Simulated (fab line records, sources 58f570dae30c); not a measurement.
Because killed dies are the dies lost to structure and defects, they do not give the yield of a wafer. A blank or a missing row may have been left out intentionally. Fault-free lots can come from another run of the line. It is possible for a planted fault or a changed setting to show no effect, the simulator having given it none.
The same fault as seen by 2 desks -- flow berkeley-cmos170 -- what lay behind the numbers comes last; until then each desk has only its own

== AT THE TOOL OWNER'S DESK: furnace-01 ==
The tool's own readings at UCB170_FIELD_OXIDATION_01 (target thk 558.3 nm, ox time 7200 s): means of the sampled wafers that have a number, for each lot that ran on this tool. Marked OUT: a lot whose mean sits more than 4 standard deviations from the usual mean, which makes it out of limits; the brackets give that distance.
Columns: A = spike-tc-centre-C at UCB170_FIELD_OXIDATION_01, usual 1002.2 C; B = spike-tc-load-C at UCB170_FIELD_OXIDATION_01, usual 1027.8 C; C = spike-tc-source-C at UCB170_FIELD_OXIDATION_01, usual 1026.4 C; D = tube-center-temp-C at UCB170_FIELD_OXIDATION_01, usual 1000 C; E = tube_center_temp_C_max at UCB170_FIELD_OXIDATION_01, usual 1002.5; F = zone-power-source-pct at UCB170_FIELD_OXIDATION_01, usual 33.8 %
lot,first seen here,A,B,C,D,E,F
L357,day 4 13:03,1000.6,1028.3,1021.7,1000,1002.9,33.2
L358,day 4 13:03,1003.0,1029.1,1023.4,1000,1002.5,33.0
L365,day 6 08:08,1003.3,1028.8,1023.9,1000,1002.6,33.0
L373,day 8 00:42,1001.2,1028.3,1022.8,1000,1002.6,32.8
L374,day 8 07:38,975.7 (-24) OUT,1003.8 (-20) OUT,997.5 (-10) OUT,975 (-99 or more) OUT,977.3 (-63) OUT,31.2
L375,day 8 07:38,975.8 (-24) OUT,1003.5 (-20) OUT,997.5 (-10) OUT,975 (-99 or more) OUT,977.5 (-63) OUT,31.3
This desk finds L374, L375 out of limits, L374 being first, at day 8 07:38 (spike-tc-centre-C at UCB170_FIELD_OXIDATION_01). Within limits: L357, L358, L365, L373.

== THE METROLOGY DESK ==
Means of the sampled wafers that have a number, per lot and without regard to the tool the lot ran on: this is what the gauges read. Marked OUT: a lot whose mean sits more than 4 standard deviations from the usual mean, which makes it out of limits; the brackets give that distance.
Columns: A = FIELD_OXIDE_THK at UCB170_FIELD_THK_MEAS_02, usual 554 nm; B = FIELD_OXIDE_LEFT_1_THK at UCB170_FIELD_THK_MEAS_90, usual 437 nm; C = FIELD_OXIDE_LEFT_2_THK at UCB170_FIELD_THK_MEAS_91, usual 349 nm
lot,first seen here,A,B,C
L358,day 4 16:03,560,442,354
L357,day 4 16:07,555,439,350
L361,day 5 08:16,543,425,336
L363,day 5 17:21,559,443,355
L364,day 6 05:11,539,422,334
L365,day 6 11:10,570,450,362
L367,day 7 02:51,542,424,336
L368,day 7 02:52,551,434,345
L373,day 8 03:42,563,447,359
L375,day 8 10:38,460 (-7.9) OUT,343 (-7.8) OUT,255 (-7.9) OUT
L374,day 8 10:40,462 (-7.7) OUT,344 (-7.8) OUT,256 (-7.8) OUT
L379,day 8 19:24,565,450,361
L378,day 8 19:25,549,431,343
L377,day 8 19:28,537,421,333
This desk finds L374, L375 out of limits, with the earliest case on L375 at day 8 10:38 (FIELD_OXIDE_THK at UCB170_FIELD_THK_MEAS_02). Within limits: L358, L357, L361, L363, L364, L365, L367, L368, L373, L379, L378, L377.

== ALL TOGETHER ==
The tool owner's desk had the chance to raise an alarm at day 8 07:38 on L374, L375.
Metrology desk: alarm possible at day 8 10:38 on L374, L375.
UCB170_FIELD_OXIDATION_01 was run on furnace-01 by each of the lots named.

== WHAT THE SIMULATOR HAD PUT IN ==
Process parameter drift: furnace-01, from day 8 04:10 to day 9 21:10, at UCB170_FIELD_OXIDATION_01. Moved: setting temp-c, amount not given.
Struck lots among those shown: L374, L375.
Counting hours from when the fault started, the first reading out of limits came at 3 for the tool owner's desk and at 6 for the metrology desk.
